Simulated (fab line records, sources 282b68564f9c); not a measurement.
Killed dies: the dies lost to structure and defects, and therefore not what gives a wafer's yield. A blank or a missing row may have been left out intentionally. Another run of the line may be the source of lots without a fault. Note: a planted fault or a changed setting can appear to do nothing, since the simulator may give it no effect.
A lot that was struck, set against a sound lot	flow rit_cmos	23 steps out of a route of 202
Sound: these wafers, L593.1, L593.2, L593.5. Wafers struck: L606.2, L606.4, L606.6. At the end, the cause is stated.
At each step with rows: each side's tool, then ch and its chambers, then its first start. Under that, the readings that differ: sound wafers	struck wafers	difference of the means	sigmas: that difference in standard deviations of wafers without a fault.
alike: readings whose means differ by less than 2 such deviations, and words and numbers that are the same on both sides. not compared: withheld readings, readings that some wafer has no value for, bounds like >300 that may hide the same value, and numbers for which the record gives no deviation and whose values overlap.
Wherever a step has rows on one side only, a row that says differs or no value, or a row with sigmas, the two part there. Numbers that don't overlap but have no deviation are shown without sigmas and don't part them. A reading that every wafer of one side lacks parts them only if that side has two wafers or more.

RIT_CONTACT_CD_MEAS_08: the cd target is 1000 nm.
  sound on cd_sem-01, day 4 11:45; struck on cd_sem-01, day 7 05:24
  alike: cd_nm
RIT_CONTACT_OVL_MEAS_09:
  sound on overlay-02, day 4 11:52; struck on overlay-01, day 7 05:30
  alike: CONTACT_OVL
then, 1 step without rows for these wafers: RIT_CONTACT_HARDBAKE_10 (time 60 s).
RIT_CONTACT_ETCH_11: etches SiO2 in CHF3/CF4/Ar, stops on TiSi2, target depth 480 nm, time 320 s.
  sound on rie_diel-01 ch 0,1, day 4 12:03; struck on rie_diel-04 ch 1,3, day 7 05:41
  alike: CHF3_flow_sccm, chamber_pressure_mTorr, drypump_motor_current_A, oes_product_au, rf_fwd_power_W, throttle_valve_pct
  not compared: rf_hours_counter_h
RIT_CONTACT_STRIP_12: strips in O2, time 180 s.
  sound on plasma_asher-03 ch 0,1, day 4 12:15; struck on plasma_asher-03 ch 1, day 7 05:53
  alike: chamber_pressure_mTorr, drypump_motor_current_A
  not compared: rf_hours_counter_h
RIT_CONTACT_CD_MEAS_90: the cd target is 1000 nm.
  sound on cd_sem-02, day 4 12:25; struck on cd_sem-02, day 7 06:04
  alike: cd_nm
then, 2 steps without rows for these wafers: RIT_CONTACT_CLEAN_13 (cleans in SC1, time 600 s); RIT_CONTACT_CLEAN_14 (cleans in SC2, time 600 s).
RIT_M1_SPUTTER_00: material Al, target thk 400 nm, time 500 s.
  sound on pvd_sputter-03, day 4 13:04; struck on pvd_sputter-02, day 7 06:31
  alike: throttle_valve_pct
RIT_M1_RS_MEAS_01: a four-point-probe measurement.
  sound on film_metro-03, day 4 13:22; struck on film_metro-03, day 7 06:50
  alike: M1_AL_RS
RIT_M1_THK_MEAS_02: measures by xrf.
  sound on film_metro-03, day 4 13:29; struck on film_metro-03, day 7 06:57
  alike: M1_AL_THK
then, 1 step without rows for these wafers: RIT_M1_HMDS_03 (prime time 60 s).
RIT_M1_COAT_04: resist thk 1300 nm.
  sound on litho_track-03 ch 0, day 4 13:41; struck on litho_track-03 ch 0, day 7 07:10
reading	sound	struck	difference	sigmas
spin_speed_rpm (rpm)	1999.9 2000.6 2001.3	1713.5 1712.1 1714.7	-287.2	-99 or more
model.NOVOLAK_of_M1_COAT_04.thk_nm (nm)	1300 1299 1302	1408 1404 1404	+105	
then, 4 steps without rows for these wafers: RIT_M1_SOFTBAKE_05 (time 60 s); RIT_M1_EXPOSE_06 (exposes mask M12, target cd 2600 nm); RIT_M1_PEB_07; RIT_M1_DEVELOP_08 (develop time 68 s).
RIT_M1_CD_MEAS_09: the cd target is 2600 nm.
  sound on cd_sem-01, day 4 14:25; struck on cd_sem-01, day 7 08:01
reading	sound	struck	difference	sigmas
cd_nm (nm)	2597.5 2597.3 2598.1	2607.5 2607.3 2607.4	+9.8	+4
RIT_M1_OVL_MEAS_10:
  sound on overlay-01, day 4 14:32; struck on overlay-02, day 7 08:08
  alike: M1_OVL
then, 1 step without rows for these wafers: RIT_M1_HARDBAKE_11 (time 120 s).
RIT_M1_METAL_ETCH_12: etches Al in Cl2/BCl3, stops on SiO2, time 165 s, target depth 600 nm.
  sound on rie_metal-03 ch 0,1, day 4 14:50; struck on rie_metal-03 ch 0, day 7 08:25
reading	sound	struck	difference	sigmas
model.NOVOLAK_of_M1_COAT_04.thk_nm (nm)	797.7 795.3 794.8	884.5 881.3 880.8	+86.3	
  alike: chamber_pressure_mTorr, drypump_motor_current_A, oes_product_au, rf_fwd_power_W, throttle_valve_pct
  not compared: rf_hours_counter_h
then, 1 step without rows for these wafers: RIT_M1_STRIP_13 (strips in nmp, time 600 s).
RIT_M1_PROBE_99:
  sound on prober-02, day 4 17:06; struck on prober-01, day 7 10:43
reading	sound	struck	difference	sigmas
killed_short	3 4 3	7 8 8	+4	+2
  alike: defect_limited_yield, killed_at_M0_to_M3, killed_at_front_end, killed_dies, killed_on_rim, killed_open, sort_bin_3_pad_short, sort_bin_5_function, sort_bin_6_memory, sort_n_pass, sort_yield_pct

WHERE THEY PART
At RIT_M1_COAT_04 first; at RIT_M1_PROBE_99 last (within this record only).

WHY: what had been put in by the simulator
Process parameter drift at RIT_M1_COAT_04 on litho_track-03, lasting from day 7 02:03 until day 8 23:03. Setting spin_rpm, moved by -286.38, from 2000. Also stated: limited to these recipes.
